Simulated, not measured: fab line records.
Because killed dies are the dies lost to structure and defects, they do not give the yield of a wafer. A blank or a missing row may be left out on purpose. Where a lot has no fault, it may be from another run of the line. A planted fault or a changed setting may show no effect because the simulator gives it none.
Which tool did it?	flow ritCmos	14 lots with 42 wafers sampled at 2 steps, on a route of 202 steps

== WHAT THE GAUGES READ, wafer by wafer ==
RIT_ACTIVE_THK_MEAS_04. Usual: for ACTIVE_NITRIDE_THK the level is 149.9 nm and the standard deviation is 1.5.
lot	measured	on	ACTIVE_NITRIDE_THK (nm)	flag
L423	day 1 15:09	filmMetro-01	148.0 148.1 147.0	
L424	day 1 18:32	filmMetro-03	151.4 151.2 151.4	
L425	day 1 23:38	filmMetro-01	152.5 152.7 151.9	
L426	day 2 04:43	filmMetro-01	152.0 150.5 152.7	
L427	day 2 10:16	filmMetro-01	150.1 152.0 150.7	
L428	day 2 15:26	filmMetro-04	150.9 150.5 149.6	
L429	day 2 20:55	filmMetro-03	149.2 149.6 148.2	
L431	day 3 05:56	filmMetro-03	148.7 149.9 149.1	
L433	day 3 15:56	filmMetro-03	149.6 150.6 150.0	
L435	day 4 02:36	filmMetro-04	80.7 81.6 80.8	OFF
L436	day 4 08:18	filmMetro-04	78.9 79.5 79.5	OFF
L437	day 4 12:14	filmMetro-03	147.9 147.9 146.9	
L440	day 5 03:27	filmMetro-04	147.7 148.8 147.8	
L446	day 6 09:16	filmMetro-03	150.1 150.6 151.7	

== WHAT TOOL EACH LOT RAN ON (gives the tool, then ch and the chambers of the sampled wafers, and finally the start) ==
lot	RIT_ACTIVE_CVD_03
L423	lpcvd-02 ch 1, day 1 13:44
L424	lpcvd-01 ch 1, day 1 17:07
L425	lpcvd-01 ch 0, day 1 22:13
L426	lpcvd-01 ch 0, day 2 03:18
L427	lpcvd-01 ch 1, day 2 08:51
L428	lpcvd-01 ch 0, day 2 14:01
L429	lpcvd-01 ch 0, day 2 19:29
L431	lpcvd-01 ch 1, day 3 04:30
L433	lpcvd-01 ch 1, day 3 14:31
L435	lpcvd-01 ch 1, day 4 01:10
L436	lpcvd-01 ch 1, day 4 06:53
L437	lpcvd-02 ch 1, day 4 10:07
L440	lpcvd-02 ch 1, day 5 01:19
L446	lpcvd-02 ch 1, day 6 07:07
- RIT_ACTIVE_CVD_03: deposits Si3N4 from SiH2Cl2/NH3, target thk 150 nm, time 1500 s.

== WHAT THE TOOLS THEMSELVES READ (means of the sampled wafers that have a number; where no wafer has one, the mark that the record gives instead) ==
RIT_ACTIVE_CVD_03. Usual: zonePowerCentrePct at 38.7 %, with a standard deviation of 1.5.
lot	tool	zonePowerCentrePct (%)	flag
L423	lpcvd-02	37.0	
L424	lpcvd-01	38.6	
L425	lpcvd-01	41.1	
L426	lpcvd-01	40.9	
L427	lpcvd-01	38.6	
L428	lpcvd-01	40.9	
L429	lpcvd-01	40.8	
L431	lpcvd-01	39.1	
L433	lpcvd-01	39.1	
L435	lpcvd-01	38.7	
L436	lpcvd-01	38.9	
L437	lpcvd-02	37.1	
L440	lpcvd-02	37.0	
L446	lpcvd-02	36.8	

== THE ANSWER, worked out from the rows above alone ==
Rule: take the mean of a lot's wafers that have a number; if it is more than 3 standard deviations from the usual mean, the lot is off. Also off: a lot with no number at a reading for which 4 or more lots have one. Any other lot the step has rows for is counted as sound. First the gauges in route order, then the tools' own readings, where a lot's mean is used as printed above. At the first step where some lot is off, the reading lying furthest off is the one used; lots without a number count as furthest.
Off: L435, L436, at RIT_ACTIVE_THK_MEAS_04 (ACTIVE_NITRIDE_THK).
A tool fits if, at a process step before that reading, it ran every lot that is off, and no sound lot after the first of them. Gauges at RIT_ACTIVE_THK_MEAS_04: tried the same way as those tools. One fits: RIT_ACTIVE_CVD_03 on lpcvd-01. A fault onset in the window from L433 (day 3 14:31, its last sound lot) to L435 (day 4 01:10, its first lot off) fits.

== WHAT THE SIMULATOR HAD PUT IN ==
lpcvd-01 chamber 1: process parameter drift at RIT_ACTIVE_CVD_03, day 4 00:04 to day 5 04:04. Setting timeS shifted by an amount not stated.
Lots struck among those shown: L435, L436. The same result came from the rule above.
